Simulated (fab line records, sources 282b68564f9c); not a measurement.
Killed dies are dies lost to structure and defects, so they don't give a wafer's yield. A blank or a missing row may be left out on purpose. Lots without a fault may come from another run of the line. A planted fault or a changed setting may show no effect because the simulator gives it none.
fab line records | flow rit_cmos
record lots=5 wafers=15 last_day=7
route steps=202 shown PRETRO@67 GATE@75 FOX2@80 M1@202
lots that met no fault: from a run of the same line without faults
start_h: hours from the record's first day to the start of the lot's first wafer shown | wait_h: hours since the lot's step before | " the same as in the row above | L1.1+2: a row that stands for several wafers | - no value, or no start given | * or withheld: withheld | < > ~ a bound
route shown NAME@n: a module of which the file shows steps, and the number in the route of the first | usual: mean/standard deviation of fault-free wafers | same: alike in all rows | chamber/n: place in a boat | sites: the reading at each site | _std_site: their standard deviation | _edge_site: outer sites' mean less inner sites' | radius_mm: how far each site lies from the wafer's centre | mask NAME#n: copy n | behind: the tool/chamber that last shaped the wafer | hold: why the lot was held/for how many hours/how that ended | device: the transistor (n, p or np) that didn't switch | end of line: the same wafers' tests at the end of the route | a step without rows: its recipe alone | killed: dies lost to structure and defects at the first sort, not the wafer's yield | map: a wafer's dies, x killed, . not, _ none there
set.NAME: the setting as run; set.NAME@STEP: as run at that earlier step | model.NAME: the simulator's own value behind a step, which no gauge read
lots at some steps of the route; a table a step, a row a wafer
services: from which hour (start_h, from the record's first day; less than 0 if before it) a tool's chamber was out of use, for how many hours, and why
## steps
# step RIT_PRETRO_EXPOSE_03
# recipe mask_id=M5 na=0.57 target_cd_nm=43700 dose_mj=250
# step RIT_PRETRO_PEB_04
# recipe resist=NOVOLAK temp_c=withheld time_s=withheld
# step RIT_PRETRO_DEVELOP_05
# recipe resist=NOVOLAK develop_time_s=68 dev_temp_c=23
# step RIT_PRETRO_OVL_MEAS_06
# usual PRETRO_OVL=1.0/1.3
# columns lot.wafer tool chamber start_h wait_h PRETRO_OVL[nm]
L147.1 overlay-01 - 52.34 - -0.7
L147.3 " - " " 0.9
L147.6 " - " " -0.2
L149.1 overlay-02 - 60.79 - 2.4
L149.2 " - " " 1.2
L149.5 " - " " 2.4
L152.1 overlay-02 - 76.85 - 2.0
L152.2 " - " " 1.4
L152.3 " - " " 1.4
L159.1 overlay-02 - 111.44 - -0.1
L159.4 " - " " -0.3
L159.6 " - " " 0.0
L165.1 overlay-01 - 141.21 - 1.0
L165.2 " - " " 0.2
L165.3 " - " " 1.4
# step RIT_PRETRO_HARDBAKE_07
# recipe resist=NOVOLAK temp_c=140 time_s=120
# step RIT_PRETRO_IMPLANT_08
# recipe species=B energy_kev=45 dose_cm2=1.2e+13 tilt_deg=7
# step RIT_PRETRO_STRIP_09
# recipe chemistry=O2 time_s=180 resist=NOVOLAK platen_temp_c=withheld power_w=500 pressure_mtorr=4000 o2_flow_sccm=4000
# usual drypump_motor_current_A=5.4/0.35
# columns lot.wafer tool chamber start_h wait_h drypump_motor_current_A rf_hours_counter_h
L147.1 plasma_asher-03 0 52.77 0.1 5.5 41
L147.3 " 1 " " 6.0 -
L147.6 " 1 " " 6.0 -
L149.1 plasma_asher-03 0 61.22 0.1 5.5 42
L149.2 " 1 " " 6.0 42
L149.5 " 0 " " 5.5 -
L152.1 plasma_asher-03 1 77.35 0.1 6.0 44
L152.2 " 0 " " 5.5 44
L152.3 " 1 " " 5.9 -
L159.1 plasma_asher-04 0 111.88 0.1 5.4 47
L159.4 " 0 " " 5.4 -
L159.6 " 1 " " 5.0 -
L165.1 plasma_asher-03 1 141.65 0.1 6.0 2
L165.2 " 0 " " 5.5 2
L165.3 " 0 " " 5.5 -
# step RIT_PRETRO_TW_MEAS_10
# usual PRETRO_TW=477/3
# columns lot.wafer tool chamber start_h wait_h PRETRO_TW
L147.1 film_metro-04 - 52.95 0.1 480
L147.3 " - " " 480
L147.6 " - " " 483
L149.1 film_metro-03 - 61.40 0.1 473
L149.2 " - " " 477
L149.5 " - " " 475
L152.1 film_metro-02 - 77.52 0.1 477
L152.2 " - " " 475
L152.3 " - " " 477
L159.1 film_metro-02 - 112.05 0.1 479
L159.4 " - " " 479
L159.6 " - " " 478
L165.1 film_metro-03 - 141.82 0.1 473
L165.2 " - " " 475
L165.3 " - " " 473
# step RIT_GATE_WET_ETCH_00
# recipe chemistry=BOE target=SiO2 target_depth_nm=56 time_s=60 dry=n2_spin dilution=10:1 temp_c=21.5
# step RIT_GATE_CLEAN_01
# recipe chemistry=SC1 mix=3:3:50 time_s=600 temp_c=75
# step RIT_GATE_CLEAN_02
# recipe chemistry=dHF dilution=50:1 time_s=30
# step RIT_GATE_CLEAN_03
# recipe chemistry=SC2 mix=3:3:50 time_s=600 temp_c=75 dry=n2_spin
# step RIT_GATE_CLEAN_04
# recipe chemistry=dHF dilution=50:1 time_s=60 dry=n2_spin
# usual run_length_s=87.2/2.2
# columns lot.wafer tool chamber start_h wait_h run_length_s
L147.1 wet_bench-02 0 53.43 0.0 86.8
L147.3 " 0 " " 86.8
L147.6 " 0 " " 86.8
L149.1 wet_bench-02 3 61.87 0.0 55.6
L149.2 " 3 " " 55.6
L149.5 " 3 " " 55.6
L152.1 wet_bench-01 2 77.97 0.0 86.0
L152.2 " 2 " " 86.0
L152.3 " 2 " " 86.0
L159.1 wet_bench-04 2 112.53 0.0 87.4
L159.4 " 2 " " 87.4
L159.6 " 2 " " 87.4
L165.1 wet_bench-04 2 142.27 0.0 86.3
L165.2 " 2 " " 86.3
L165.3 " 2 " " 86.3
# step RIT_FOX2_THK_MEAS_91
# recipe reads=SiO2_of_FOX2_OXIDATION_00
# usual FIELD_OXIDE_LEFT_2_THK=257/5.7
# columns lot.wafer tool chamber start_h wait_h FIELD_OXIDE_LEFT_2_THK[nm]
L147.1 film_metro-01 - 53.46 0.0 251
L147.3 " - " " 254
L147.6 " - " " 257
L149.1 film_metro-03 - 61.89 0.0 272
L149.2 " - " " 273
L149.5 " - " " 268
L152.1 film_metro-03 - 78.00 0.0 252
L152.2 " - " " 260
L152.3 " - " " 251
L159.1 film_metro-03 - 112.55 0.0 256
L159.4 " - " " 251
L159.6 " - " " 252
L165.1 film_metro-02 - 142.30 0.0 255
L165.2 " - " " 261
L165.3 " - " " 257
# step RIT_M1_PROBE_99
# usual killed_at_contacts=0.1/0.35 killed_at_front_end=6.6/2.7 killed_dies=6.7/2.8 killed_open=3.4/2.1 killed_short=3.3/1.8
# same gross_dies=264 killed_at_M0_to_M3=0 killed_at_M4_up=0 killed_at_back_side=0 killed_at_other=0
# columns lot.wafer tool chamber start_h wait_h killed_at_contacts killed_at_front_end killed_dies killed_open killed_short
L147.1 prober-02 - 78.45 0.1 1 8 9 4 5
L147.3 prober-02 - 78.55 0.2 0 13 13 8 5
L147.6 prober-02 - 78.70 0.2 0 5 5 2 3
L149.1 prober-02 - 86.96 0.1 0 5 5 2 3
L149.2 prober-02 - 87.01 0.1 0 8 8 2 6
L149.5 prober-02 - 87.16 0.2 0 11 11 6 5
L152.1 prober-01 - 103.67 0.1 0 7 7 3 4
L152.2 prober-01 - 103.72 0.1 0 8 8 5 3
L152.3 prober-01 - 103.77 0.2 0 9 9 8 1
L165.1 prober-02 - 169.89 0.1 0 8 8 6 2
L165.2 prober-02 - 169.94 0.1 0 5 5 4 1
L165.3 prober-02 - 169.99 0.2 0 5 5 2 3
# killed by level:class
L147.1 GATE:geometric_particle:open=2 REOX:geometric_particle:open=2 FOX2:geometric_particle:short=1 GATE:geometric_particle:short=1 REOX:geometric_particle:short=1 SPACER:geometric_particle:short=1 CONTACT:geometric_particle:short=1
L147.3 GATE:geometric_particle:open=5 GATE:geometric_particle:short=3 SILICIDE:geometric_particle:open=2 FOX1:geometric_particle:open=1 FOX2:geometric_particle:short=1 SILICIDE:geometric_particle:short=1
L147.6 GATE:geometric_particle:short=3 GATE:geometric_particle:open=1 SILICIDE:geometric_particle:open=1
L149.1 GATE:geometric_particle:open=2 SPACER:geometric_particle:short=2 GATE:geometric_particle:short=1
L149.2 SPACER:geometric_particle:short=3 FOX1:geometric_particle:short=1 FOX2:geometric_particle:open=1 GATE:geometric_particle:open=1 GATE:geometric_particle:short=1 SILICIDE:geometric_particle:short=1
L149.5 GATE:geometric_particle:open=2 REOX:geometric_particle:short=2 FOX1:geometric_particle:open=1 FOX1:geometric_particle:short=1 FOX2:geometric_particle:open=1 GATE:geometric_particle:short=1 SPACER:geometric_particle:open=1 SPACER:geometric_particle:short=1
L152.1 GATE:geometric_particle:short=2 FOX1:geometric_particle:open=1 FOX1:geometric_particle:short=1 FOX2:geometric_particle:open=1 SPACER:geometric_particle:short=1 SPACER:geometric_particle:open=1
L152.2 SPACER:geometric_particle:short=3 FOX1:geometric_particle:open=2 GATE:geometric_particle:open=1 REOX:geometric_particle:open=1 SILICIDE:geometric_particle:open=1
L152.3 FOX1:geometric_particle:open=3 GATE:geometric_particle:open=3 FOX2:geometric_particle:open=1 GATE:geometric_particle:short=1 SILICIDE:geometric_particle:open=1
L165.1 FOX2:geometric_particle:open=2 GATE:geometric_particle:open=2 FOX2:geometric_particle:short=1 GATE:geometric_particle:short=1 SPACER:geometric_particle:open=1 SILICIDE:geometric_particle:open=1
L165.2 GATE:geometric_particle:open=2 FOX2:geometric_particle:open=1 SPACER:geometric_particle:open=1 SILICIDE:geometric_particle:short=1
L165.3 GATE:geometric_particle:open=2 FOX1:geometric_particle:short=1 GATE:geometric_particle:short=1 SILICIDE:geometric_particle:short=1
## services
# columns tool chamber start_h hours kind
wet_bench-04 - 77.56 1.1 repair
wet_bench-02 - 101.87 4.4 pm
plasma_asher-03 - 108.75 9.0 pm
plasma_asher-03 0 108.75 9.0 vent_cycle
plasma_asher-03 1 108.75 9.0 vent_cycle
plasma_asher-03 0 117.75 - clean
plasma_asher-03 1 117.75 - clean
wet_bench-04 - 136.17 2.6 repair
wet_bench-01 - 136.40 3.8 repair
## key
first_sign step=RIT_GATE_CLEAN_04 reading=run_length_s direction=down sigmas=14 usual=* struck=*
effect none on later readings
met_at RIT_GATE_CLEAN_04
struck_wafers L149.1,L149.2,L149.5
tester_left_out L149
fault kind=process_parameter_drift tool=wet_bench-02 chamber=3 onset_h=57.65 steps=RIT_GATE_CLEAN_04 channel=time_s offset=* shape=step end_h=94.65 acts_in=* stated=*
# tester_left_out: of these lots the tester's yield and bins aren't shown, on N5 and GAA mostly nor the transistor test; their killed dies are dies lost to structure and defects alone, not to doping, threshold or leakage, so they don't give the yield
